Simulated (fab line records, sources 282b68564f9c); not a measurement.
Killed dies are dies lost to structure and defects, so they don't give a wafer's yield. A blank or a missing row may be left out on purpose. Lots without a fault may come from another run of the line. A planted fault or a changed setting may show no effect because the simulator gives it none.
Which tool did it? | flow rit_cmos | 14 lots, 42 wafers sampled, at 2 steps of a route of 202

WHAT THE GAUGES READ, wafer by wafer
RIT_SPACER_THK_MEAS_04.
lot  | measured    | on            | SPACER_NITRIDE_THK (nm)
L992 | day 2 21:34 | film_metro-03 | 247.8 248.2 247.8
L993 | day 3 07:21 | film_metro-03 | 249.2 248.6 248.3
L994 | day 3 09:34 | film_metro-02 | 249.7 250.5 251.0
L995 | day 3 13:47 | film_metro-04 | 252.0 250.4 251.4
L996 | day 3 17:40 | film_metro-03 | 250.4 251.9 250.5
L997 | day 3 22:55 | film_metro-02 | 252.3 252.1 252.1
L998 | day 4 03:17 | film_metro-03 | 250.0 249.6 247.0
L999 | day 4 08:22 | film_metro-04 | 250.5 251.3 250.1
L100 | day 4 14:31 | film_metro-04 | 371.8 372.0 376.0
L101 | day 4 19:52 | film_metro-02 | 368.9 372.5 368.7
L103 | day 5 06:22 | film_metro-03 | 246.6 246.1 244.4
L108 | day 6 06:40 | film_metro-04 | 251.3 249.7 253.6
L110 | day 6 16:12 | film_metro-02 | 248.2 247.7 246.5
L115 | day 7 17:17 | film_metro-04 | 246.7 245.5 244.0

WHICH TOOL RAN EACH LOT (tool, then ch and the chambers of the sampled wafers, then the start)
lot  | RIT_SPACER_CVD_03
L992 | lpcvd-01 ch 1, day 2 19:38
L993 | lpcvd-02 ch 0, day 3 05:26
L994 | lpcvd-02 ch 0, day 3 07:38
L995 | lpcvd-01 ch 1, day 3 11:52
L996 | lpcvd-02 ch 0, day 3 15:44
L997 | lpcvd-01 ch 0, day 3 20:59
L998 | lpcvd-01 ch 0, day 4 01:21
L999 | lpcvd-02 ch 1, day 4 06:27
L100 | lpcvd-02 ch 1, day 4 12:36
L101 | lpcvd-02 ch 1, day 4 17:58
L103 | lpcvd-01 ch 1, day 5 04:26
L108 | lpcvd-01 ch 0, day 6 04:46
L110 | lpcvd-01 ch 0, day 6 14:16
L115 | lpcvd-02 ch 1, day 7 15:22
- RIT_SPACER_CVD_03: deposits Si3N4 from SiH2Cl2/NH3, target thk 250 nm, time 3300 s.

WHAT THE TOOLS THEMSELVES READ (means of the sampled wafers that have a number; where no wafer has one, the mark that the record gives instead)
The record holds no such reading with a usual standard deviation.

THE ANSWER, worked out from the rows above alone
Rule: what is usual is taken from the lots themselves. Put in order of their means at a reading, lots are off if they are a third of the lots or fewer, leave a main group of 4 or more, and stand apart from it by a gap of 3 or more times the standard deviation of the main group's means; of several such gaps the widest counts. A main group whose means are all the same, to the digits that the tables above print for the reading, isn't used. A lot without any number at a reading at which 4 lots or more have one is off too. The other lots that the step has rows for count as sound. The gauges are gone through in route order, then the tools' own readings, and for those a lot's mean is taken as printed above. The first step at which some lot is off is used, and at that step the reading that is off furthest; a lot without a number counts as furthest.
Off: L100, L101, at RIT_SPACER_THK_MEAS_04 (SPACER_NITRIDE_THK). The main group: mean 249.2 nm, standard deviation 2.2.
A tool fits if, at a process step before that reading, it ran every lot that is off, and no sound lot after the first of them. The gauges at RIT_SPACER_THK_MEAS_04 are tried like those tools. None of those tried fits.

WHAT THE SIMULATOR HAD PUT IN
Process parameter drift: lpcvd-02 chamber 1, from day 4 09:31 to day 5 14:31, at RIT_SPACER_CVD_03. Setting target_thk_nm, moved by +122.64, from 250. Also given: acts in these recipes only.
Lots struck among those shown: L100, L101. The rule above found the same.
